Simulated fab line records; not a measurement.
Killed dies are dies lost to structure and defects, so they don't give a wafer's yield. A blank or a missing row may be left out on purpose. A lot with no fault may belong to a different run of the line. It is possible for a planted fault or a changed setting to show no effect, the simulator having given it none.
fab line records	flow berkeley_cmos170
record: lots: 15	wafers: 45	last_day: 12
route steps=331 shown START@4 ZERO@12 PWELL@47 ACTIVE@72
lots that met no fault: from a run of the same line without faults
start_h: the number of hours between the record's first day and the start of the first shown wafer of the lot	wait_h: hours elapsed since this lot's preceding step	" repeats the value in the row above	L1.1+2: one row covering several wafers at once	- no value, or no start given	* or withheld: withheld	< > ~ a bound
route shown NAME@n: NAME is a module with steps in the file, n the number in the route of the first one	usual: mean and standard deviation over wafers with no fault	same: alike in all rows	chamber/n: place in a boat	sites: readings site by site	_std_site: the standard deviation of these	_edge_site: mean of outer sites minus mean of inner sites	radius_mm: for every site, how far away it sits from the centre of the wafer	mask NAME#n: copy n	behind: the most recent tool/chamber to have shaped the wafer	hold: what put the lot on hold/how long, in hours/how the hold closed	device: which transistor (n, p or np) failed to switch	end of line: tests run on the same wafers once the route is complete	a step with no rows: only its recipe	killed: at the first sort, the dies lost to defects and structure; wafer yield is something else	map: shows each die of a wafer: x if killed, . if not, _ if none is there
set.NAME: setting as actually run; set.NAME@STEP: the setting as run at that earlier step	model.NAME: the simulator's own value behind a step, which no gauge read
a sample of lots followed through the steps of the route, with each step as a table and each wafer as a row
services: the hour from which a tool's chamber was out of use, counted from the record's first day as start_h (under 0 if before that day), plus the number of hours and why
== steps ==
step: UCB170_START_THK_MEAS_03
recipe: reads: SiO2_of_START_OXIDATION_02
usual: START_OXIDE_THK: 20.0/0.31
lot.wafer	tool	chamber	start_h	wait_h	START_OXIDE_THK[nm]
L637.1	film_metro-03	-	15.00	0.0	20.4
L637.2	"	-	"	"	20.5
L637.5	"	-	"	"	20.6
L640.4	film_metro-02	-	27.82	0.0	20.0
L640.5	"	-	"	"	20.3
L640.6	"	-	"	"	20.4
L642.1	film_metro-03	-	36.72	0.0	19.0
L642.2	"	-	"	"	19.5
L642.5	"	-	"	"	19.3
L641.3	film_metro-04	-	36.74	0.0	20.6
L641.4	"	-	"	"	20.4
L641.5	"	-	"	"	20.3
L643.1	film_metro-04	-	43.38	0.0	19.6
L643.2	"	-	"	"	19.8
L643.6	"	-	"	"	19.7
L644.3	film_metro-03	-	50.12	0.0	20.0
L644.4	"	-	"	"	19.7
L644.5	"	-	"	"	19.9
L646.1	film_metro-04	-	59.67	0.0	19.5
L646.4	"	-	"	"	19.7
L646.5	"	-	"	"	19.6
L647.1	film_metro-03	-	64.00	0.0	20.0
L647.2	"	-	"	"	19.9
L647.5	"	-	"	"	20.0
L649.1	film_metro-03	-	72.53	0.0	20.2
L649.4	"	-	"	"	20.1
L649.5	"	-	"	"	20.0
L650.2	film_metro-04	-	79.48	0.0	19.9
L650.5	"	-	"	"	20.2
L650.6	"	-	"	"	20.3
L651.3	film_metro-04	-	83.74	0.0	20.0
L651.4	"	-	"	"	20.2
L651.5	"	-	"	"	20.1
L652.1	film_metro-02	-	88.34	0.0	19.9
L652.2	"	-	"	"	19.7
L652.4	"	-	"	"	20.3
L654.3	film_metro-04	-	98.07	0.0	20.1
L654.4	"	-	"	"	20.1
L654.5	"	-	"	"	20.1
L658.2	film_metro-03	-	121.83	0.0	19.9
L658.4	"	-	"	"	19.9
L658.5	"	-	"	"	19.9
L660.1	film_metro-03	-	127.25	0.0	20.2
L660.2	"	-	"	"	19.9
L660.3	"	-	"	"	19.9
step: UCB170_ZERO_ETCH_06
recipe: chemistry: CHF3/CF4/Ar	target: SiO2	time_s: 12	pressure_mtorr: 100	rf_w: 500	CHF3_flow_sccm: 50	cf4_flow_sccm: 10	Ar_flow_sccm: 120	over_etch_frac: 1.58
usual: cf4_flow_sccm: 10.000/0.03	drypump_motor_current_A: 5.7/0.57	mfc_ar_sccm: 119.9/0.37	oes_product_au: 0.613/0.01	throttle_valve_pct: 9.24/0.12
same: over_etch_frac: 1.58
lot.wafer	tool	chamber	start_h	wait_h	cf4_flow_sccm	drypump_motor_current_A	mfc_ar_sccm	oes_product_au	rf_hours_counter_h	throttle_valve_pct
L637.1	rie_diel-04	2	21.03	-	10.036	5.8	120.3	0.601	18	9.32
L637.2	"	1	"	"	10.040	5.4	120.0	0.617	2	9.22
L637.5	"	2	"	"	10.065	5.8	120.0	0.596	-	9.34
L640.4	rie_diel-02	2	30.26	-	9.996	4.9	119.4	0.622	82	9.11
L640.5	"	0	"	"	9.998	4.8	119.6	0.601	-	9.27
L640.6	"	3	"	"	10.006	6.0	120.1	0.602	-	9.28
L641.3	rie_diel-03	3	41.84	-	10.024	4.9	120.3	0.627	38	9.44
L641.4	"	0	"	"	10.021	5.5	120.0	0.623	6	9.36
L641.5	"	1	"	"	10.018	5.9	120.1	0.610	-	9.22
L642.1	rie_diel-04	2	42.08	-	10.012	5.8	120.2	0.604	19	9.33
L642.2	"	1	"	"	10.028	5.4	119.1	0.615	3	9.18
L642.5	"	2	"	"	10.059	5.8	119.8	0.610	-	9.32
L643.1	rie_diel-02	0	46.97	-	10.014	4.8	119.6	0.603	3	9.28
L643.2	"	3	"	"	9.956	6.0	120.1	0.594	55	9.28
L643.6	"	0	"	"	9.981	4.8	119.7	0.602	-	9.25
L644.3	rie_diel-04	3	55.38	-	9.995	6.3	119.6	0.599	141	9.34
L644.4	"	2	"	"	10.008	5.8	119.9	0.609	20	9.33
L644.5	"	2	"	"	9.979	5.8	120.1	0.610	-	9.34
L646.1	rie_diel-04	1	63.58	-	9.987	5.4	120.3	0.609	5	9.20
L646.4	"	2	"	"	9.960	5.8	120.1	0.611	-	9.33
L646.5	"	0	"	"	10.002	6.8	119.7	0.605	-	9.10
L647.1	rie_diel-03	2	70.45	-	9.987	6.1	119.9	0.621	150	9.05
L647.2	"	0	"	"	10.026	5.5	119.8	0.620	7	9.35
L647.5	"	2	"	"	9.998	6.2	119.7	0.620	-	9.05
L649.1	rie_diel-04	2	76.33	-	9.992	5.8	119.8	0.603	22	9.34
L649.4	"	0	"	"	10.014	6.8	119.5	0.602	19	9.11
L649.5	"	3	"	"	10.043	6.3	120.3	0.612	-	9.33
L650.2	rie_diel-04	3	83.98	-	9.985	6.3	119.9	0.600	142	9.33
L650.5	"	1	"	"	10.051	5.4	119.6	0.609	-	9.19
L650.6	"	2	"	"	9.977	5.8	119.8	0.610	-	9.33
L651.3	rie_diel-04	0	86.18	-	10.011	6.8	120.4	0.609	19	9.10
L651.4	"	2	"	"	10.008	5.8	119.8	0.610	22	9.33
L651.5	"	3	"	"	10.005	6.3	119.4	0.600	-	9.32
L652.1	rie_diel-02	3	94.54	-	9.973	6.0	120.0	0.592	57	9.28
L652.2	"	2	"	"	9.985	4.9	120.2	0.618	85	9.09
L652.4	"	1	"	"	10.018	5.8	119.8	0.625	17	9.17
L654.3	rie_diel-02	0	102.79	-	10.048	4.8	119.4	0.600	5	9.26
L654.4	"	3	"	"	10.032	6.0	119.5	0.600	58	9.30
L654.5	"	1	"	"	9.971	5.8	120.3	0.624	-	9.18
L658.2	rie_diel-03	0	128.71	-	9.996	5.5	120.5	0.619	9	9.34
L658.4	"	3	"	"	9.981	4.9	120.1	0.622	42	9.45
L658.5	"	3	"	"	9.956	4.9	120.0	0.627	-	9.44
L660.1	rie_diel-03	0	131.03	-	10.057	5.5	120.2	0.630	9	9.34
L660.2	"	3	"	"	9.994	4.9	119.2	0.636	42	9.43
L660.3	"	2	"	"	9.947	6.2	119.8	0.619	153	9.06
step: UCB170_PWELL_OVL_MEAS_13
usual: PWELL_OVL: 1/5
lot.wafer	tool	chamber	start_h	wait_h	PWELL_OVL[nm]
L637.1	overlay-02	-	48.42	-	2
L637.2	"	-	"	"	8
L637.5	"	-	"	"	-2
L640.4	overlay-01	-	61.00	-	6
L640.5	"	-	"	"	1
L640.6	"	-	"	"	6
L641.3	overlay-01	-	68.94	-	-5
L641.4	"	-	"	"	-7
L641.5	"	-	"	"	-3
L642.1	overlay-02	-	69.12	-	12
L642.2	"	-	"	"	4
L642.5	"	-	"	"	-2
L643.1	overlay-02	-	78.70	-	1
L643.2	"	-	"	"	0
L643.6	"	-	"	"	1
L646.1	overlay-01	-	86.22	-	-2
L646.4	"	-	"	"	3
L646.5	"	-	"	"	1
L644.3	overlay-02	-	94.18	-	4
L644.4	"	-	"	"	5
L644.5	"	-	"	"	1
L647.1	overlay-02	-	94.30	-	3
L647.2	"	-	"	"	3
L647.5	"	-	"	"	9
L649.1	overlay-02	-	104.69	-	1
L649.4	"	-	"	"	-7
L649.5	"	-	"	"	-4
L651.3	overlay-01	-	115.25	-	2
L651.4	"	-	"	"	0
L651.5	"	-	"	"	6
L650.2	overlay-02	-	115.52	-	-10
L650.5	"	-	"	"	-7
L650.6	"	-	"	"	-5
L652.1	overlay-01	-	127.80	-	-2
L652.2	"	-	"	"	5
L652.4	"	-	"	"	5
L654.3	overlay-02	-	130.08	-	1
L654.4	"	-	"	"	0
L654.5	"	-	"	"	1
L658.2	overlay-02	-	150.02	-	9
L658.4	"	-	"	"	5
L658.5	"	-	"	"	7
L660.1	overlay-02	-	155.23	-	4
L660.2	"	-	"	"	-10
L660.3	"	-	"	"	0
step: UCB170_ACTIVE_DEVELOP_12
recipe: developer: TMAH	develop_time_s: 45	resist: KrF	dev_temp_c: 21.33
usual: chill_plate_temp_C: 23.02/0.1	develop_time_s: 45/0
lot.wafer	tool	chamber	start_h	wait_h	chill_plate_temp_C	develop_time_s
L637.1	litho_track-04	0	71	-	22.98	45
L637.2	"	0	"	"	23.01	45
L637.5	"	0	"	"	22.99	45
L640.4	litho_track-01	0	85	-	22.96	45
L640.5	"	0	"	"	22.92	45
L640.6	"	0	"	"	23.04	45
L641.3	litho_track-01	0	93	-	23.08	45
L641.4	"	0	"	"	22.98	45
L641.5	"	0	"	"	22.87	45
L642.1	litho_track-02	0	93	-	22.95	45
L642.2	"	0	"	"	23.09	45
L642.5	"	0	"	"	23.05	45
L643.1	litho_track-02	0	102	-	22.89	45
L643.2	"	0	"	"	22.99	45
L643.6	"	0	"	"	22.90	45
L646.1	litho_track-02	0	107	-	22.90	45
L646.4	"	0	"	"	22.92	45
L646.5	"	0	"	"	22.90	45
L644.3	litho_track-04	0	125	-	22.90	45
L644.4	"	0	"	"	23.05	45
L644.5	"	0	"	"	22.98	45
L647.1	litho_track-02	0	125	-	22.96	45
L647.2	"	0	"	"	22.90	45
L647.5	"	0	"	"	23.06	45
L649.1	litho_track-01	-	131	-	-	-
L649.4	"	-	"	"	-	-
L649.5	"	-	"	"	-	-
L650.2	litho_track-01	-	139	-	-	-
L650.5	"	-	"	"	-	-
L650.6	"	-	"	"	-	-
L651.3	litho_track-02	-	139	-	-	-
L651.4	"	-	"	"	-	-
L651.5	"	-	140	-	-	-
L654.3	litho_track-01	0	151	-	23.04	45
L654.4	"	0	"	"	22.96	45
L654.5	"	0	"	"	22.98	45
L652.1	litho_track-02	0	152	-	23.17	45
L652.2	"	0	"	"	23.06	45
L652.4	"	0	"	"	23.12	45
L658.2	litho_track-01	0	174	-	23.05	45
L658.4	"	0	"	"	23.22	45
L658.5	"	0	"	"	22.96	45
L660.1	litho_track-02	0	181	-	23.03	45
L660.2	"	0	"	"	23.01	45
L660.3	"	0	"	"	22.80	45
== services ==
tool	chamber	start_h	hours	kind
rie_diel-04	0	40.84	2.4	repair
rie_diel-04	3	61.53	5.7	repair
rie_diel-02	1	63.60	3.9	repair
rie_diel-04	0	68.37	3.1	repair
rie_diel-03	1	70.19	5.0	repair
rie_diel-02	3	110.03	13.7	repair
rie_diel-03	1	140.91	-	clean
rie_diel-03	1	140.91	22.5	scheduled_down
rie_diel-03	1	140.91	22.5	vent_cycle
rie_diel-02	2	150.33	22.4	repair
rie_diel-02	1	156.60	2.7	repair
rie_diel-04	-	159.34	14.6	pm
rie_diel-03	2	163.41	-	clean
rie_diel-03	2	163.41	20.3	scheduled_down
rie_diel-03	2	163.41	20.3	vent_cycle
== key ==
first_sign: step: UCB170_ACTIVE_DEVELOP_12	reading: tool_record	direction: missing
effect none on later readings
met_at UCB170_ACTIVE_DEVELOP_12
struck_lots L649,L650,L651
later_rows_left_out L649.1,L649.4,L649.5,L650.2,L650.5,L650.6,L651.3,L651.4,L651.5
sort_left_out L649.1,L649.4,L649.5,L650.2,L650.5,L650.6,L651.3,L651.4,L651.5
tester_left_out L649,L650,L651
not_acting_at UCB170_START_THK_MEAS_03,UCB170_ZERO_ETCH_06,UCB170_PWELL_OVL_MEAS_13
onset_between 125 131
fault: kind: skipped_step_whole	tool: litho_track-01,litho_track-02	chamber: -	onset_h: 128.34	steps: UCB170_ACTIVE_DEVELOP_12	scope: struck_lots_only
tester_left_out: of these lots the tester's yield and bins aren't shown, on N5 and GAA mostly nor the transistor test; their killed dies are dies lost to structure and defects alone, not to doping, threshold or leakage, so they don't give the yield
sort_left_out: the simulated sort isn't trusted on such a fault, so these wafers' sort isn't shown, and their yield isn't known
later_rows_left_out: the simulator's readings of these wafers behind a module that went badly wrong aren't trusted and aren't shown, but for the sort
